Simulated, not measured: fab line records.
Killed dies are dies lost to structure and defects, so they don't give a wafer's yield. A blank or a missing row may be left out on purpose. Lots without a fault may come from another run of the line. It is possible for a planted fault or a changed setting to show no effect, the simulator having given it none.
Which tool is to blame? | flow rit-cmos | 7 lots, 21 wafers sampled, at 2 steps of a route of 202

## WHAT THE GAUGES SHOWED, per wafer
RIT_SPACER_THK_MEAS_04.
lot  | measured    | on            | SPACER_NITRIDE_THK (nm)
L767 | day 3 10:31 | film-metro-02 | 244.0 244.5 243.0
L769 | day 3 22:43 | film-metro-03 | 243.2 245.0 249.3
L773 | day 4 17:40 | film-metro-01 | 241.3 243.6 241.2
L775 | day 5 06:05 | film-metro-03 | 244.6 243.2 243.1
L778 | day 5 20:47 | film-metro-01 | 247.5 248.0 248.9
L783 | day 6 20:23 | film-metro-02 | 404.2 404.2 403.8 404.0 404.3 404.0
L786 | day 7 07:52 | film-metro-03 | 404.4 403.3 403.1 404.6 403.4 403.5

## TOOL THAT RAN EACH LOT (tool first, then ch and the chambers of the sampled wafers, then the start)
lot  | RIT_SPACER_CVD_03
L767 | lpcvd-01 ch 1, day 3 07:38
L769 | lpcvd-01 ch 0, day 3 20:47
L773 | lpcvd-01 ch 0, day 4 15:44
L775 | lpcvd-02 ch 1, day 5 04:08
L778 | lpcvd-01 ch 1, day 5 18:53
L783 | lpcvd-02 ch 1, day 6 18:27
L786 | lpcvd-02 ch 0, day 7 05:56
- RIT_SPACER_CVD_03: deposits Si3N4 from SiH2Cl2/NH3, target thk 250 nm, time 3232 s.

## THE ANSWER, worked out from the rows above alone
Rule: the usual values come from the lots themselves. Put in order of their means at a reading, lots are off if they are a third of the lots or fewer, leave a main group of 4 or more, and stand apart from it by a gap of 3 or more times the standard deviation of the main group's means; of several such gaps the widest counts. Not used: any main group whose means are identical at the precision the tables above print for the reading. Also off: a lot with no number at a reading for which 4 or more lots have one. All remaining lots with rows at the step are treated as sound.
Off: L783, L786, at RIT_SPACER_THK_MEAS_04 (SPACER_NITRIDE_THK). For the main group the mean is 244.7 nm and the standard deviation 2.1.
If a tool, at a process step before that reading, ran all the lots that are off and no sound lot after the first of them, it fits. Those tools and the gauges at RIT_SPACER_THK_MEAS_04 are tried in the same way. One candidate fits, namely lpcvd-02 at RIT_SPACER_CVD_03. Its last sound lot is L775 (day 5 04:08), its first lot that is off L783 (day 6 18:27): a fault that began between those two fits.

## WHAT WAS PUT IN BY THE SIMULATOR
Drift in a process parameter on lpcvd-02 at RIT_SPACER_CVD_03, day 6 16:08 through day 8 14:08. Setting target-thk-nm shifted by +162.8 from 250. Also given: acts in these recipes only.
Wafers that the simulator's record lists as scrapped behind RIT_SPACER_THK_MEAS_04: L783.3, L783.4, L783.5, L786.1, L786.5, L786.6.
Shown lots that were struck: L783, L786. The rule above found the same.
